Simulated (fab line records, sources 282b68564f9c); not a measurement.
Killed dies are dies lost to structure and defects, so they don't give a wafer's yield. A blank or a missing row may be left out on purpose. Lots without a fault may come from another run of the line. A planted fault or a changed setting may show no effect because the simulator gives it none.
fab line records | flow rit_cmos
record lots=13 wafers=39 last_day=7
route steps=202 shown SPACER@128 M1@202
lots that met no fault: from a run of the same line without faults
start_h: hours from the record's first day to the start of the lot's first wafer shown | wait_h: hours since the lot's step before | " the same as in the row above | L1.1+2: a row that stands for several wafers | - no value, or no start given | * or withheld: withheld | < > ~ a bound
route shown NAME@n: a module of which the file shows steps, and the number in the route of the first | usual: mean/standard deviation of fault-free wafers | same: alike in all rows | chamber/n: place in a boat | sites: the reading at each site | _std_site: their standard deviation | _edge_site: outer sites' mean less inner sites' | radius_mm: how far each site lies from the wafer's centre | mask NAME#n: copy n | behind: the tool/chamber that last shaped the wafer | hold: why the lot was held/for how many hours/how that ended | device: the transistor (n, p or np) that didn't switch | end of line: the same wafers' tests at the end of the route | a step without rows: its recipe alone | killed: dies lost to structure and defects at the first sort, not the wafer's yield | map: a wafer's dies, x killed, . not, _ none there
set.NAME: the setting as run; set.NAME@STEP: as run at that earlier step | model.NAME: the simulator's own value behind a step, which no gauge read
steps of the route over a sample of lots; a table a step, a row a wafer
services: from which hour (start_h, from the record's first day; less than 0 if before it) a tool's chamber was out of use, for how many hours, and why
## steps
# step RIT_SPACER_CVD_03
# recipe material=Si3N4 target_thk_nm=250 temp_c=810 precursor=SiH2Cl2/NH3 time_s=3300 pressure_mtorr=300 sih2cl2_flow_sccm=58.78 nh3_flow_sccm=150
# usual susceptor_temp_C=810.0/0.33 zone_power_load_pct=20.1/1.5
# columns lot.wafer tool chamber start_h wait_h susceptor_temp_C zone_power_load_pct
L402.3 lpcvd-02 0 49.58 0.0 810.8 20.8
L402.4 " 0 " " 810.1 20.9
L402.5 " 0 " " 810.1 20.5
L403.2 lpcvd-02 1 51.50 1.4 810.0 20.5
L403.4 " 1 " " 810.1 20.0
L403.6 " 1 " " 810.3 19.8
L404.1 lpcvd-02 1 58.93 0.0 810.5 20.5
L404.2 " 1 " " 810.0 19.8
L404.4 " 1 " " 810.2 20.1
L405.3 lpcvd-01 1 61.52 0.9 810.3 22.2
L405.4 " 1 " " 809.4 22.1
L405.5 " 1 " " 810.0 22.1
L406.1 lpcvd-01 0 67.98 0.0 810.0 17.6
L406.3 " 0 " " 810.4 17.8
L406.6 " 0 " " 810.0 18.0
L407.4 lpcvd-01 0 69.90 0.2 809.7 17.8
L407.5 " 0 " " 810.3 18.0
L407.6 " 0 " " 810.3 17.9
L408.1 lpcvd-01 0 74.58 0.0 809.9 18.1
L408.4 " 0 " " 809.6 18.0
L408.5 " 0 " " 809.5 17.7
L416.2 lpcvd-02 1 114.10 0.0 810.3 20.3
L416.4 " 1 " " 811.1 19.9
L416.5 " 1 " " 809.7 20.4
L418.2 lpcvd-02 1 124.24 0.3 810.1 20.2
L418.5 " 1 " " 809.8 20.3
L418.6 " 1 " " 809.6 20.0
L419.1 lpcvd-02 1 128.01 0.0 810.1 20.0
L419.3 " 1 " " 809.9 20.2
L419.6 " 1 " " 810.0 20.3
L423.1 lpcvd-01 0 148.97 0.0 809.4 17.7
L423.4 " 0 " " 810.5 17.8
L423.6 " 0 " " 809.9 17.5
L424.2 lpcvd-02 0 154.79 0.0 809.9 20.8
L424.3 " 0 " " 810.2 20.9
L424.6 " 0 " " 809.9 20.7
L425.1 lpcvd-02 1 158.05 0.0 810.1 20.3
L425.2 " 1 " " 809.9 19.7
L425.5 " 1 " " 810.0 20.1
# step RIT_SPACER_THK_MEAS_04
# recipe reads=Si3N4_of_SPACER_CVD_03
# usual SPACER_NITRIDE_THK=248.7/2.5
# columns lot.wafer tool chamber start_h wait_h SPACER_NITRIDE_THK[nm]
L402.3 film_metro-02 - 51.52 0.0 253.5
L402.4 " - " " 254.5
L402.5 " - " " 253.6
L403.2 film_metro-01 - 53.42 0.0 248.7
L403.4 " - " " 248.8
L403.6 " - " " 249.1
L404.1 film_metro-02 - 61.81 0.0 248.1
L404.2 " - " " 247.6
L404.4 " - " " 246.1
L405.3 film_metro-03 - 63.46 0.0 245.5
L405.4 " - " " 243.9
L405.5 " - " " 243.5
L406.1 film_metro-01 - 69.90 0.0 250.4
L406.3 " - " " 250.1
L406.6 " - " " 251.3
L407.4 film_metro-03 - 71.85 0.0 248.6
L407.5 " - " " 246.5
L407.6 " - " " 249.1
L408.1 film_metro-02 - 76.50 0.0 234.9
L408.4 " - " " 232.6
L408.5 " - " " 235.5
L416.2 film_metro-01 - 116.03 0.0 252.8
L416.4 " - " " 252.8
L416.5 " - " " 251.3
L418.2 film_metro-01 - 127.12 0.0 249.1
L418.5 " - " " 252.9
L418.6 " - " " 249.5
L419.1 film_metro-01 - 130.88 0.0 246.9
L419.3 " - " " 248.9
L419.6 " - " " 247.5
L423.1 film_metro-03 - 150.89 0.0 247.2
L423.4 " - " " 245.0
L423.6 " - " " 245.3
L424.2 film_metro-01 - 156.72 0.0 248.4
L424.3 " - " " 245.2
L424.6 " - " " 246.9
L425.1 film_metro-01 - 159.97 0.0 248.6
L425.2 " - " " 249.2
L425.5 " - " " 247.9
# step RIT_M1_PROBE_99
# usual killed_at_M0_to_M3=0.0/0.083 killed_at_contacts=0.1/0.24 killed_at_front_end=7.1/2.8 killed_dies=7.2/2.8 killed_open=3.6/2.1 killed_short=3.6/1.9
# same gross_dies=264 killed_at_M4_up=0 killed_at_back_side=0 killed_at_other=0
# columns lot.wafer tool chamber start_h wait_h killed_at_M0_to_M3 killed_at_contacts killed_at_front_end killed_dies killed_open killed_short
L419.1 prober-01 - 142.20 0.1 0 0 7 7 4 3
L419.3 prober-01 - 142.30 0.2 0 0 10 10 6 4
L419.6 prober-01 - 142.45 0.2 0 0 10 10 4 6
# killed by level:class
L419.1 FOX2:geometric_particle:short=2 SPACER:geometric_particle:open=2 FOX2:geometric_particle:open=1 GATE:geometric_particle:open=1 REOX:geometric_particle:short=1
L419.3 FOX1:geometric_particle:open=2 FOX2:geometric_particle:open=2 GATE:geometric_particle:open=2 GATE:geometric_particle:short=2 FOX1:geometric_particle:short=1 FOX2:geometric_particle:short=1
L419.6 FOX1:geometric_particle:open=2 SPACER:geometric_particle:short=2 ACTIVE:geometric_particle:short=1 FOX1:geometric_particle:short=1 GATE:geometric_particle:short=1 REOX:geometric_particle:open=1 SILICIDE:geometric_particle:short=1 SILICIDE:geometric_particle:open=1
## services
# columns tool chamber start_h hours kind
lpcvd-02 - 61.97 1.0 repair
## key
first_sign step=RIT_SPACER_THK_MEAS_04 reading=SPACER_NITRIDE_THK direction=down sigmas=5.7 usual=248.7 struck=234.3
effect none on later readings
met_at RIT_SPACER_CVD_03
struck_lots L408
struck_wafers L408.1,L408.4,L408.5
tester_left_out L408
onset_between 69.90 74.58
fault kind=process_parameter_drift tool=lpcvd-01 chamber=0 onset_h=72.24 steps=RIT_SPACER_CVD_03 channel=target_thk_nm offset=-12.314 shape=step end_h=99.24 acts_in=these_recipes_only stated=250
# tester_left_out: of these lots the tester's yield and bins aren't shown, on N5 and GAA mostly nor the transistor test; their killed dies are dies lost to structure and defects alone, not to doping, threshold or leakage, so they don't give the yield
